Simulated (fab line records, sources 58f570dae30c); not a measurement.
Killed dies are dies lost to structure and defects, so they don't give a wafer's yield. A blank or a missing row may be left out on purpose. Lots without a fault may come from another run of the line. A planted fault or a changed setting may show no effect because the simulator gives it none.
Problem report in the 8D (eight disciplines) form, filled by code | flow berkeley_cmos170 | the parts of the form that need people (team, actions taken, sign-off) are left out

1. THE PROBLEM
CONTACT_PSG_THK at UCB170_CONTACT_THK_MEAS_02 reads a mean of 655 nm on 6 wafers of 2 lots; wafers without a fault read 703 nm with a standard deviation of 6.7. That is -7.2 standard deviations from the usual mean.
First seen on wafer L465.1, day 8 22:53, on film_metro-04. The record holds 42 wafers of 14 lots with a number at this step. Rule for "out", or "out of limits": more than 4 standard deviations from the usual mean. The other wafers with a number count as sound.

2. WHAT IT IS AND WHAT IT IS NOT
question                    | is                           | is not
which readings at this step | CONTACT_PSG_THK              | -
which lots                  | L465, L467                   | L456, L457, L459, L460, L461, L462, L463, L464, L466, L471, L478, L479
which wafers of those lots  | all that have a number       | -
read on which gauges        | film_metro-01, film_metro-04 | film_metro-03
when                        | from day 8 22:53             | up to then (27 sound wafers); but 9 sound wafers of L471, L478, L479 came after

3. SUSPECTS, AND WHAT RULES EACH OUT
Counting: a tool at a process step up to the reading stays a suspect if it ran every lot that is out and no sound lot after the first of them.
- the gauge at UCB170_CONTACT_THK_MEAS_02: ruled out. The wafers that are out were read on 2 gauges (film_metro-01, film_metro-04).
- lpcvd-02 at UCB170_CONTACT_CVD_01 (deposits PSG from SiH4/O2/PH3, target thk 700 nm, time 2820 s): kept. It ran every lot that is out, first L465 (day 8 21:07), and no sound lot after that; its last sound lot up to then is L463 (day 8 07:37). Its own readings are out on those wafers: sih4_flow_sccm.
Left after counting: lpcvd-02 at UCB170_CONTACT_CVD_01.

4. THE CAUSE (what the simulator had put in)
Process parameter drift: lpcvd-02, from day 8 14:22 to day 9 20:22, at UCB170_CONTACT_CVD_01. Setting sih4_flow_sccm, moved by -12, from 60. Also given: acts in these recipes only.
Counting left only this tool.

5. THE CHAIN OF EFFECTS, in route order
Each row: a reading whose mean over the struck wafers that have a number lies more than 3 standard deviations from the usual. Only readings for which the record gives a usual standard deviation are gone through. hours: the time from each lot's start at the first step in this table that gives one to its start at this step, as a median over the lots. sigmas: the change in usual standard deviations.
hours | step                       | reading         | usual      | on struck wafers | change | sigmas
0     | UCB170_CONTACT_CVD_01      | sih4_flow_sccm  | 60.00 sccm | 48.01            | -11.99 | -63
2     | UCB170_CONTACT_THK_MEAS_02 | CONTACT_PSG_THK | 703 nm     | 655              | -48    | -7.2
-     | UCB170_CONTACT_ETCH_18     | oes_product_au  | 0.904 a.u. | 0.868            | -0.036 | -4.0
The process steps in it:
- UCB170_CONTACT_CVD_01: deposits PSG from SiH4/O2/PH3, target thk 700 nm, time 2820 s.
- UCB170_CONTACT_ETCH_18: etches PSG in CHF3/CF4/Ar, stops on TiSi2, target depth 840 nm, time 195 s.

6. WHAT WOULD HAVE CAUGHT IT SOONER
In this record the first reading out of limits at a measuring or inspecting step was taken at day 8 22:53, 9 hours after the fault began at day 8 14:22.
The tool's own readings at UCB170_CONTACT_CVD_01 were out on every struck wafer that the step has a row for (sih4_flow_sccm): an alarm limit on them would have fired on the first of those.
Of the lots that are out (2), L467 began UCB170_CONTACT_CVD_01 on lpcvd-02 after day 8 22:53. A hold on the tool at that time would have spared it.
